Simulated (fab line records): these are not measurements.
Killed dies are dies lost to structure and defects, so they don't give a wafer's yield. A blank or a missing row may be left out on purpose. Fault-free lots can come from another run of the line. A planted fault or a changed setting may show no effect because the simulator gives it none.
fab line records	flow ritCmos
record: lots: 5	wafers: 23
route steps=202 shown SDANNEAL@153 PSD@157 SILICIDE@162 CONTACT@171 M1@184
startH: start of the lot's first displayed wafer, in hours after the record's first day	waitH: how many hours have passed since the lot's step before this one	" same as the row above	L1.1+2: several wafers, shown together as one row	- no value, or no start was given	* or withheld: withheld	< > ~ a bound
route shown NAME@n: names a module that has steps shown in the file, with the first one's number in the route	usual: average and standard deviation across the fault-free wafers	same: alike in all rows	chamber/n: place in a boat	sites: the reading at each site	_std_site: the standard deviation of these	_edge_site: the outer-site mean with the inner-site mean subtracted	radiusMm: for every site, how far away it sits from the centre of the wafer	mask NAME#n: copy n	behind: the tool/chamber that last shaped the wafer	hold: what put the lot on hold/how long, in hours/how the hold closed	device: the n, p or np transistor that did not switch	end of line: tests run on the same wafers once the route is complete	step lacking rows: just its recipe	killed: the dies lost at the first sort to structure and to defects; this is not the yield of the wafer	map: dies across one wafer; x = killed, . = not, _ = none there
set.NAME: the setting that was run; set.NAME@STEP: the one run at that earlier step	model.NAME: the simulator's own value behind a step, which no gauge read
lots run with intentionally changed settings; tables by step, rows by wafer
== steps ==
step: RIT_SDANNEAL_CLEAN_00
recipe: chemistry: SC1	mix: 3:3:50	timeS: 600	tempC: 75
lot.wafer	tool	chamber	startH	waitH	set.timeS
L074.1+2+3+4+6	-	-	-	0.1	575.1
L075.1+2+3+5+6	-	-	-	0.1	600
L077.1+2+3+5+6	-	-	-	0.1	634.2
L081.1+2+4+5+6	-	-	-	0.1	600
L084.4+5+6	wetBench-03	3	101.66	0.0	600
step: RIT_SDANNEAL_CLEAN_01
recipe: chemistry: dHF	dilution: 50:1	timeS: 30
step: RIT_SDANNEAL_CLEAN_02
recipe: chemistry: SC2	mix: 3:3:50	timeS: 600	tempC: 75	dry: n2Spin
step: RIT_SDANNEAL_RTA_03
recipe: tempC: 1050	timeS: 5	idleTempC: 600	rampUpCPerS: 342	rampDownCPerS: 171	coolToC: 600	ambient: N2
step: RIT_SDANNEAL_RS_MEAS_04
recipe: thkMeasGauge: four-point-probe
usual: PSD_RS: 115.8/0.34
lot.wafer	tool	chamber	startH	waitH	set.doseCm2@PSD_IMPLANT_08	PSD_RS[ohm/sq]
L074.1	filmMetro-02	-	49.87	0.0	5.213e+15	115.8
L074.2	"	-	"	"	5.213e+15	116.0
L074.3	"	-	"	"	5e+15	116.2
L074.4	"	-	"	"	5.213e+15	115.9
L074.6	"	-	"	"	5e+15	116.2
L075.1	filmMetro-01	-	54.05	0.0	5e+15	116.2
L075.2	"	-	"	"	5.15e+15	115.7
L075.3	"	-	"	"	5e+15	116.1
L075.5	"	-	"	"	5.15e+15	116.0
L075.6	"	-	"	"	5.15e+15	115.8
L077.1	filmMetro-04	-	66.40	0.0	5.334e+15	115.2
L077.2	"	-	"	"	5e+15	116.0
L077.3	"	-	"	"	5.334e+15	115.6
L077.5	"	-	"	"	5e+15	115.9
L077.6	"	-	"	"	5e+15	116.1
L081.1	filmMetro-04	-	86.22	0.0	4.762e+15	116.4
L081.2	"	-	"	"	5e+15	115.6
L081.4	"	-	"	"	5e+15	115.9
L081.5	"	-	"	"	4.762e+15	116.4
L081.6	"	-	"	"	5e+15	115.7
L084.4	filmMetro-01	-	102.14	0.1	5e+15	115.9
L084.5	"	-	"	"	5e+15	116.2
L084.6	"	-	"	"	5e+15	116.0
step: RIT_SILICIDE_SPUTTER_01
recipe: material: Ti	targetThkNm: 30	powerW: 350	chamberPressurePa: 0.667	gas: Ar	timeS: 240	substrateTempC: 25
lot.wafer	tool	chamber	startH	waitH	set.powerW	model.Ti_of_SILICIDE_SPUTTER_01.thkNm
L074.1	pvdSputter-03	-	50.36	0.0	370.8	31.11
L074.2	"	-	"	"	370.8	31.13
L074.3	"	-	"	"	350	29.66
L074.4	"	-	"	"	350	30.12
L074.6	"	-	"	"	370.8	31.76
L075.1	pvdSputter-01	-	54.54	0.0	350	30.36
L075.2	"	-	"	"	350	29.76
L075.3	"	-	"	"	350	30.64
L075.5	"	-	"	"	350	30.05
L075.6	"	-	"	"	350	29.91
L077.1	pvdSputter-04	-	66.89	0.0	383.5	32.77
L077.2	"	-	"	"	383.5	32.92
L077.3	"	-	"	"	350	29.93
L077.5	"	-	"	"	383.5	32.44
L077.6	"	-	"	"	350	29.99
L081.1	pvdSputter-01	-	86.71	0.0	350	29.86
L081.2	"	-	"	"	350	29.69
L081.4	"	-	"	"	350	29.35
L081.5	"	-	"	"	350	29.87
L081.6	"	-	"	"	350	30.18
L084.4	pvdSputter-03	-	102.58	0.0	350	29.99
L084.5	"	-	"	"	350	29.64
L084.6	"	-	"	"	350	29.78
step: RIT_SILICIDE_RS_MEAS_02
recipe: thkMeasGauge: four-point-probe	reads: Ti_of_SILICIDE_SPUTTER_01
usual: SILICIDE_TI_RS: 48.0/0.73
lot.wafer	tool	chamber	startH	waitH	set.powerW@SILICIDE_SPUTTER_01	SILICIDE_TI_RS[ohm/sq]
L074.1	filmMetro-03	-	50.51	0.1	370.8	45.8
L074.2	"	-	"	"	370.8	45.6
L074.3	"	-	"	"	350	48.5
L074.4	"	-	"	"	350	47.6
L074.6	"	-	"	"	370.8	44.6
L075.1	filmMetro-02	-	54.69	0.1	350	47.1
L075.2	"	-	"	"	350	48.4
L075.3	"	-	"	"	350	46.6
L075.5	"	-	"	"	350	47.7
L075.6	"	-	"	"	350	48.1
L077.1	filmMetro-02	-	67.04	0.1	383.5	42.9
L077.2	"	-	"	"	383.5	42.7
L077.3	"	-	"	"	350	48.0
L077.5	"	-	"	"	383.5	43.3
L077.6	"	-	"	"	350	47.9
L081.1	filmMetro-02	-	86.86	0.1	350	48.1
L081.2	"	-	"	"	350	48.5
L081.4	"	-	"	"	350	49.3
L081.5	"	-	"	"	350	48.2
L081.6	"	-	"	"	350	47.5
L084.4	filmMetro-04	-	102.79	0.1	350	47.8
L084.5	"	-	"	"	350	48.6
L084.6	"	-	"	"	350	48.3
step: RIT_SILICIDE_THK_MEAS_03
recipe: thkMeasGauge: xrf	reads: Ti_of_SILICIDE_SPUTTER_01
usual: SILICIDE_TI_THK: 30.0/0.39
lot.wafer	tool	chamber	startH	waitH	set.powerW@SILICIDE_SPUTTER_01	SILICIDE_TI_THK[nm]
L074.1	filmMetro-03	-	50.63	0.1	370.8	31.3
L074.2	"	-	"	"	370.8	31.3
L074.3	"	-	"	"	350	29.9
L074.4	"	-	"	"	350	30.4
L074.6	"	-	"	"	370.8	32.0
L075.1	filmMetro-02	-	54.81	0.1	350	30.4
L075.2	"	-	"	"	350	29.8
L075.3	"	-	"	"	350	30.7
L075.5	"	-	"	"	350	30.0
L075.6	"	-	"	"	350	30.0
L077.1	filmMetro-02	-	67.16	0.1	383.5	32.6
L077.2	"	-	"	"	383.5	33.0
L077.3	"	-	"	"	350	30.0
L077.5	"	-	"	"	383.5	32.4
L077.6	"	-	"	"	350	29.9
L081.1	filmMetro-02	-	86.98	0.1	350	29.9
L081.2	"	-	"	"	350	29.6
L081.4	"	-	"	"	350	29.4
L081.5	"	-	"	"	350	30.0
L081.6	"	-	"	"	350	30.1
L084.4	filmMetro-04	-	102.88	0.1	350	30.1
L084.5	"	-	"	"	350	29.8
L084.6	"	-	"	"	350	29.8
step: RIT_CONTACT_COAT_03
recipe: resist: NOVOLAK	spinRpm: 3250	resistThkNm: 1000
lot.wafer	tool	chamber	startH	waitH	set.resistThkNm	model.NOVOLAK_of_CONTACT_COAT_03.thkNm
L074.1	lithoTrack-01	0	51.24	0.1	984.7	990.4
L074.2	"	0	"	"	1000	1003
L074.3	"	0	"	"	984.7	987
L074.4	"	0	"	"	984.7	991.3
L074.6	"	0	"	"	1000	1006
L075.1	lithoTrack-03	0	55.31	0.1	1039	1035
L075.2	"	0	"	"	1039	1038
L075.3	"	0	"	"	1039	1039
L075.5	"	0	"	"	1000	998.4
L075.6	"	0	"	"	1000	997.2
L077.1+2	lithoTrack-01	0	67.65	0.1	1000	1007
L077.3+5	"	0	"	"	1000	1006
L077.6	"	0	"	"	1000	1008
L081.1	lithoTrack-01	0	87.48	0.1	1000	1002
L081.2	"	0	"	"	1000	999.9
L081.4	"	0	"	"	1050	1049
L081.5+6	"	0	"	"	1050	1052
L084.4	lithoTrack-03	0	103.42	0.1	1000	1001
L084.5	"	0	"	"	1000	1002
L084.6	"	0	"	"	1000	1003
step: RIT_CONTACT_DEVELOP_07
recipe: resist: NOVOLAK	developTimeS: 120	devTempC: 23
lot.wafer	tool	chamber	startH	waitH	set.developTimeS
L074.1+2+3+4+6	lithoTrack-03	0	-	-	120
L075.1+3+5	lithoTrack-02	0	-	-	120
L075.2+6	"	0	"	"	109.2
L077.1+3+6	lithoTrack-01	0	-	-	136.9
L077.2+5	"	0	"	"	120
L081.1+4+5	lithoTrack-02	0	-	-	114.1
L081.2+6	"	0	"	"	120
L084.4+5+6	lithoTrack-03	0	-	-	120
step: RIT_CONTACT_CD_MEAS_08
recipe: targetCdNm: 1000
usual: cdNm: 999.4/2.3
lot.wafer	tool	chamber	startH	waitH	set.developTimeS@CONTACT_DEVELOP_07	cdNm
L074.1	cdSem-01	-	52.19	-	120	999.7
L074.2	"	-	"	"	120	999.0
L074.3	"	-	"	"	120	1001.1
L074.4	"	-	"	"	120	1001.2
L074.6	"	-	"	"	120	1000.4
L075.1	cdSem-01	-	56.13	-	120	995.0
L075.2	"	-	"	"	109.2	985.0
L075.3	"	-	"	"	120	994.2
L075.5	"	-	"	"	120	997.2
L075.6	"	-	"	"	109.2	989.9
L077.1	cdSem-01	-	68.59	-	136.9	1004.6
L077.2	"	-	"	"	120	995.6
L077.3	"	-	"	"	136.9	1003.0
L077.5	"	-	"	"	120	993.8
L077.6	"	-	"	"	136.9	1005.4
L081.1	cdSem-01	-	88.39	-	114.1	995.8
L081.2	"	-	"	"	120	1000.3
L081.4	"	-	"	"	114.1	991.9
L081.5	"	-	"	"	114.1	991.9
L081.6	"	-	"	"	120	993.9
L084.4	cdSem-01	-	104.35	-	120	1001.8
L084.5	"	-	"	"	120	1003.3
L084.6	"	-	"	"	120	999.6
step: RIT_CONTACT_HARDBAKE_10
recipe: resist: NOVOLAK	tempC: 140	timeS: 60
lot.wafer	tool	chamber	startH	waitH	set.resistThkNm@CONTACT_COAT_03	model.NOVOLAK_of_CONTACT_COAT_03.thkNm
L074.1	lithoTrack-03	0	52.34	0.0	984.7	874.9
L074.2	"	0	"	"	1000	885.8
L074.3	"	0	"	"	984.7	872
L074.4	"	0	"	"	984.7	875.7
L074.6	"	0	"	"	1000	888.3
L075.1	lithoTrack-02	0	56.28	0.0	1039	913.6
L075.2	"	0	"	"	1039	916.4
L075.3	"	0	"	"	1039	917.3
L075.5	"	0	"	"	1000	881.9
L075.6	"	0	"	"	1000	881
L077.1	lithoTrack-01	0	68.96	0.2	1000	889.2
L077.2	"	0	"	"	1000	889.1
L077.3	"	0	"	"	1000	888.2
L077.5	"	0	"	"	1000	888.5
L077.6	"	0	"	"	1000	890.2
L081.1	lithoTrack-01	0	88.54	0.0	1000	884.7
L081.2	"	0	"	"	1000	883.3
L081.4	"	0	"	"	1050	926
L081.5	"	0	"	"	1050	928.6
L081.6	"	0	"	"	1050	928.8
L084.4	lithoTrack-03	0	104.52	0.1	1000	884.1
L084.5	"	0	"	"	1000	884.7
L084.6	"	0	"	"	1000	886.1
step: RIT_CONTACT_ETCH_11
recipe: targetDepthA: 4800	overEtchFrac: 0.2	stopOn: TiSi2	chemistry: CHF3/CF4/Ar	target: SiO2	CHF3_flow_sccm: 50	cf4FlowSccm: 10	Ar_flow_sccm: 100	O2_flow_sccm: 5	pressureMtorr: 100	rfW: 200	timeS: 320
lot.wafer	tool	chamber	startH	waitH	set.resistThkNm@CONTACT_COAT_03	set.developTimeS@CONTACT_DEVELOP_07	model.NOVOLAK_of_CONTACT_COAT_03.thkNm	model.CONTACT.cdNm
L074.1	rieDiel-03	3	52.49	0.1	984.7	120	762.8	999.3
L074.2	"	2	"	"	1000	120	775.9	998.6
L074.3	"	0	"	"	984.7	120	762.7	1001
L074.4	"	1	"	"	984.7	120	759.9	1001
L074.6	"	0	"	"	1000	120	778.8	999.8
L075.1	rieDiel-02	0	56.43	0.1	1039	120	798.5	995.1
L075.2	"	2	"	"	1039	109.2	805.8	985
L075.3	"	1	"	"	1039	120	799.4	994.7
L075.5	"	0	"	"	1000	120	766.2	997.4
L075.6	"	3	"	"	1000	109.2	764	990.3
L077.1	rieDiel-03	3	69.11	0.1	1000	136.9	777.1	1005
L077.2	"	1	"	"	1000	120	773.9	995.2
L077.3	"	2	"	"	1000	136.9	778	1003
L077.5	"	3	"	"	1000	120	776.3	993.5
L077.6	"	0	"	"	1000	136.9	780.3	1005
L081.1	rieDiel-04	2	88.69	0.1	1000	114.1	774.5	995.6
L081.2	"	1	"	"	1000	120	773.3	999.9
L081.4	"	3	"	"	1050	114.1	806.5	993.1
L081.5	"	1	"	"	1050	114.1	819	991.6
L081.6	"	2	"	"	1050	120	819	993.7
L084.4	rieDiel-04	2	104.59	0.1	1000	120	772.7	1001
L084.5	"	2	"	"	1000	120	773.2	1003
L084.6	"	1	"	"	1000	120	775.6	999.1
step: RIT_CONTACT_STRIP_12
recipe: chemistry: O2	timeS: 180	resist: NOVOLAK	platenTempC: withheld	powerW: 500	pressureMtorr: 4000	o2FlowSccm: 4000
step: RIT_CONTACT_CD_MEAS_90
recipe: targetCdNm: 1000
usual: cdNm: 999.4/2.3
lot.wafer	tool	chamber	startH	waitH	set.developTimeS@CONTACT_DEVELOP_07	cdNm
L074.1	cdSem-02	-	52.86	0.1	120	999.3
L074.2	"	-	"	"	120	998.7
L074.3	"	-	"	"	120	1000.9
L074.4	"	-	"	"	120	1001.1
L074.6	"	-	"	"	120	999.8
L075.1	cdSem-02	-	56.80	0.1	120	995.1
L075.2	"	-	"	"	109.2	984.7
L075.3	"	-	"	"	120	994.1
L075.5	"	-	"	"	120	997.5
L075.6	"	-	"	"	109.2	990.1
L077.1	cdSem-01	-	69.48	0.1	136.9	1005.1
L077.2	"	-	"	"	120	995.1
L077.3	"	-	"	"	136.9	1003.2
L077.5	"	-	"	"	120	993.4
L077.6	"	-	"	"	136.9	1005.2
L081.1	cdSem-02	-	89.06	0.1	114.1	996.0
L081.2	"	-	"	"	120	999.6
L081.4	"	-	"	"	114.1	993.1
L081.5	"	-	"	"	114.1	991.6
L081.6	"	-	"	"	120	993.6
L084.4	cdSem-01	-	105.02	0.1	120	1001.2
L084.5	"	-	"	"	120	1002.9
L084.6	"	-	"	"	120	999.2
step: RIT_M1_SPUTTER_00
recipe: material: Al	targetThkNm: 400	powerW: 2000	chamberPressurePa: 0.4	gas: Ar	timeS: 500	substrateTempC: 25
lot.wafer	tool	chamber	startH	waitH	set.timeS	model.Al_of_M1_SPUTTER_00.thkNm
L074.1	pvdSputter-04	-	53.33	0.0	522.3	416.7
L074.2	"	-	"	"	522.3	415.9
L074.3	"	-	"	"	500	394.7
L074.4	"	-	"	"	500	400.5
L074.6	"	-	"	"	500	398.4
L075.1	pvdSputter-02	-	57.48	0.0	500	403.4
L075.2	"	-	"	"	500	400.8
L075.3	"	-	"	"	500	394.9
L075.5	"	-	"	"	500	406.1
L075.6	"	-	"	"	500	397.3
L077.1	pvdSputter-02	-	69.95	0.0	500	399.1
L077.2	"	-	"	"	500	407.9
L077.3	"	-	"	"	500	401.5
L077.5	"	-	"	"	500	403.3
L077.6	"	-	"	"	500	409.6
L081.1	pvdSputter-02	-	89.53	0.0	459.5	371.2
L081.2	"	-	"	"	459.5	372.3
L081.4	"	-	"	"	500	401.4
L081.5	"	-	"	"	500	402.6
L081.6	"	-	"	"	459.5	372.8
L084.4	pvdSputter-02	-	105.46	0.0	500	410.1
L084.5	"	-	"	"	500	397.6
L084.6	"	-	"	"	500	406.2
step: RIT_M1_RS_MEAS_01
recipe: thkMeasGauge: four-point-probe	reads: Al_of_M1_SPUTTER_00
usual: M1_AL_RS: 0.0731/0.00067
lot.wafer	tool	chamber	startH	waitH	set.timeS@M1_SPUTTER_00	M1_AL_RS[ohm/sq]
L074.1	filmMetro-04	-	53.63	0.1	522.3	0.0705
L074.2	"	-	"	"	522.3	0.0706
L074.3	"	-	"	"	500	0.0744
L074.4	"	-	"	"	500	0.0733
L074.6	"	-	"	"	500	0.0738
L075.1	filmMetro-02	-	57.77	0.1	500	0.0729
L075.2	"	-	"	"	500	0.0731
L075.3	"	-	"	"	500	0.0744
L075.5	"	-	"	"	500	0.0723
L075.6	"	-	"	"	500	0.0739
L077.1	filmMetro-04	-	70.25	0.1	500	0.0736
L077.2	"	-	"	"	500	0.0718
L077.3	"	-	"	"	500	0.0733
L077.5	"	-	"	"	500	0.0728
L077.6	"	-	"	"	500	0.0719
L081.1	filmMetro-04	-	89.83	0.1	459.5	0.0792
L081.2	"	-	"	"	459.5	0.0788
L081.4	"	-	"	"	500	0.0731
L081.5	"	-	"	"	500	0.0728
L081.6	"	-	"	"	459.5	0.0790
L084.4	filmMetro-04	-	105.82	0.2	500	0.0716
L084.5	"	-	"	"	500	0.0738
L084.6	"	-	"	"	500	0.0723
step: RIT_M1_THK_MEAS_02
recipe: thkMeasGauge: xrf	reads: Al_of_M1_SPUTTER_00
usual: M1_AL_THK: 401/3.9
lot.wafer	tool	chamber	startH	waitH	set.timeS@M1_SPUTTER_00	M1_AL_THK[nm]
L074.1	filmMetro-04	-	53.75	0.1	522.3	415
L074.2	"	-	"	"	522.3	418
L074.3	"	-	"	"	500	395
L074.4	"	-	"	"	500	404
L074.6	"	-	"	"	500	399
L075.1	filmMetro-02	-	57.89	0.1	500	402
L075.2	"	-	"	"	500	398
L075.3	"	-	"	"	500	392
L075.5	"	-	"	"	500	405
L075.6	"	-	"	"	500	396
L077.1	filmMetro-04	-	70.37	0.1	500	398
L077.2	"	-	"	"	500	409
L077.3	"	-	"	"	500	402
L077.5	"	-	"	"	500	404
L077.6	"	-	"	"	500	407
L081.1	filmMetro-04	-	89.95	0.1	459.5	370
L081.2	"	-	"	"	459.5	373
L081.4	"	-	"	"	500	401
L081.5	"	-	"	"	500	400
L081.6	"	-	"	"	459.5	371
L084.4	filmMetro-04	-	105.91	0.1	500	410
L084.5	"	-	"	"	500	399
L084.6	"	-	"	"	500	403
step: RIT_M1_COAT_04
recipe: resist: NOVOLAK	spinRpm: 2000	resistThkNm: 1300
lot.wafer	tool	chamber	startH	waitH	set.resistThkNm	model.NOVOLAK_of_M1_COAT_04.thkNm
L074.1	lithoTrack-03	0	53.96	0.1	1231	1228
L074.2	"	0	"	"	1300	1296
L074.3	"	0	"	"	1300	1299
L074.4	"	0	"	"	1231	1226
L074.6	"	0	"	"	1300	1302
L075.1	lithoTrack-04	0	58.10	0.1	1300	1301
L075.2	"	0	"	"	1300	1299
L075.3	"	0	"	"	1300	1297
L075.5	"	0	"	"	1300	1298
L075.6	"	0	"	"	1300	1302
L077.1	lithoTrack-04	0	70.58	0.1	1350	1356
L077.2	"	0	"	"	1350	1350
L077.3	"	0	"	"	1300	1303
L077.5	"	0	"	"	1300	1302
L077.6	"	0	"	"	1350	1353
L081.1	lithoTrack-04	0	90.16	0.1	1300	-
L081.2+6	"	0	"	"	1241	-
L081.4	"	0	"	"	1300	1296
L081.5	"	0	"	"	1241	1242
L084.4+6	lithoTrack-01	0	106.16	0.1	1300	1298
L084.5	"	0	"	"	1300	1303
step: RIT_M1_SOFTBAKE_05
recipe: resist: NOVOLAK	tempC: 90	timeS: 60
step: RIT_M1_EXPOSE_06
recipe: maskId: M12	na: 0.6	sourceShape: conventional	sigmaOuter: 0.5	targetCdNm: 2600	doseMj: 250
step: RIT_M1_PEB_07
recipe: resist: NOVOLAK	tempC: withheld	timeS: withheld
step: RIT_M1_DEVELOP_08
recipe: resist: NOVOLAK	developTimeS: 68	devTempC: 24.01
step: RIT_M1_CD_MEAS_09
recipe: targetCdNm: 2600
usual: cdNm: 2599.9/2.5
lot.wafer	tool	chamber	startH	waitH	set.resistThkNm@M1_COAT_04	cdNm
L074.1	cdSem-02	-	54.69	-	1231	2591.2
L074.2	"	-	"	"	1300	2599.5
L074.3	"	-	"	"	1300	2599.7
L074.4	"	-	"	"	1231	2590.2
L074.6	"	-	"	"	1300	2599.5
L075.1	cdSem-01	-	58.96	-	1300	2596.2
L075.2	"	-	"	"	1300	2595.5
L075.3	"	-	"	"	1300	2595.4
L075.5	"	-	"	"	1300	2595.0
L075.6	"	-	"	"	1300	2598.5
L077.1	cdSem-01	-	71.31	-	1350	2603.9
L077.2	"	-	"	"	1350	2604.0
L077.3	"	-	"	"	1300	2600.5
L077.5	"	-	"	"	1300	2597.3
L077.6	"	-	"	"	1350	2601.0
L081.1	cdSem-01	-	90.89	-	1300	2602.0
L081.2	"	-	"	"	1241	2594.9
L081.4	"	-	"	"	1300	2601.8
L081.5	"	-	"	"	1241	2593.7
L081.6	"	-	"	"	1241	2595.3
L084.4	cdSem-01	-	107.00	-	1300	2601.2
L084.5	"	-	"	"	1300	2603.4
L084.6	"	-	"	"	1300	2602.8
== key ==
split: step: RIT_SDANNEAL_CLEAN_00	setting: timeS	stated: 600	by: lot
response none clear
split: step: RIT_SILICIDE_SPUTTER_01	setting: powerW	stated: 350	by: wafer
response: step: RIT_SILICIDE_SPUTTER_01	reading: model.Ti_of_SILICIDE_SPUTTER_01.thkNm	change: +0.275	per: 1%	r: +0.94
response: step: RIT_SILICIDE_RS_MEAS_02	reading: SILICIDE_TI_RS	change: -0.503	per: 1%	r: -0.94
response: step: RIT_SILICIDE_THK_MEAS_03	reading: SILICIDE_TI_THK	change: +0.27	per: 1%	r: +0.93
split: step: RIT_CONTACT_COAT_03	setting: resistThkNm	stated: 1000	by: wafer
response: step: RIT_CONTACT_COAT_03	reading: model.NOVOLAK_of_CONTACT_COAT_03.thkNm	change: +10	per: 1%	r: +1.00
response: step: RIT_CONTACT_HARDBAKE_10	reading: model.NOVOLAK_of_CONTACT_COAT_03.thkNm	change: +8.75	per: 1%	r: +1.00
response: step: RIT_CONTACT_ETCH_11	reading: model.NOVOLAK_of_CONTACT_COAT_03.thkNm	change: +8.68	per: 1%	r: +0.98
split: step: RIT_CONTACT_DEVELOP_07	setting: developTimeS	stated: 120	by: wafer
response: step: RIT_CONTACT_CD_MEAS_08	reading: cdNm	change: +0.748	per: 1%	r: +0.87
response: step: RIT_CONTACT_ETCH_11	reading: model.CONTACT.cdNm	change: +0.758	per: 1%	r: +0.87
response: step: RIT_CONTACT_CD_MEAS_90	reading: cdNm	change: +0.764	per: 1%	r: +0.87
split: step: RIT_M1_SPUTTER_00	setting: timeS	stated: 500	by: wafer
response: step: RIT_M1_SPUTTER_00	reading: model.Al_of_M1_SPUTTER_00.thkNm	change: +3.79	per: 1%	r: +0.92
response: step: RIT_M1_RS_MEAS_01	reading: M1_AL_RS	change: -0.000742	per: 1%	r: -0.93
response: step: RIT_M1_THK_MEAS_02	reading: M1_AL_THK	change: +3.66	per: 1%	r: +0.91
split: step: RIT_M1_COAT_04	setting: resistThkNm	stated: 1300	by: wafer
response: step: RIT_M1_COAT_04	reading: model.NOVOLAK_of_M1_COAT_04.thkNm	change: +13.2	per: 1%	r: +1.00
response: step: RIT_M1_CD_MEAS_09	reading: cdNm	change: +1.51	per: 1%	r: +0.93
split outsideThisFile step=RIT_PSD_IMPLANT_08 setting=doseCm2
split outsideThisFile: this setting was split too, and the file shows its column; the key of that split is in another file
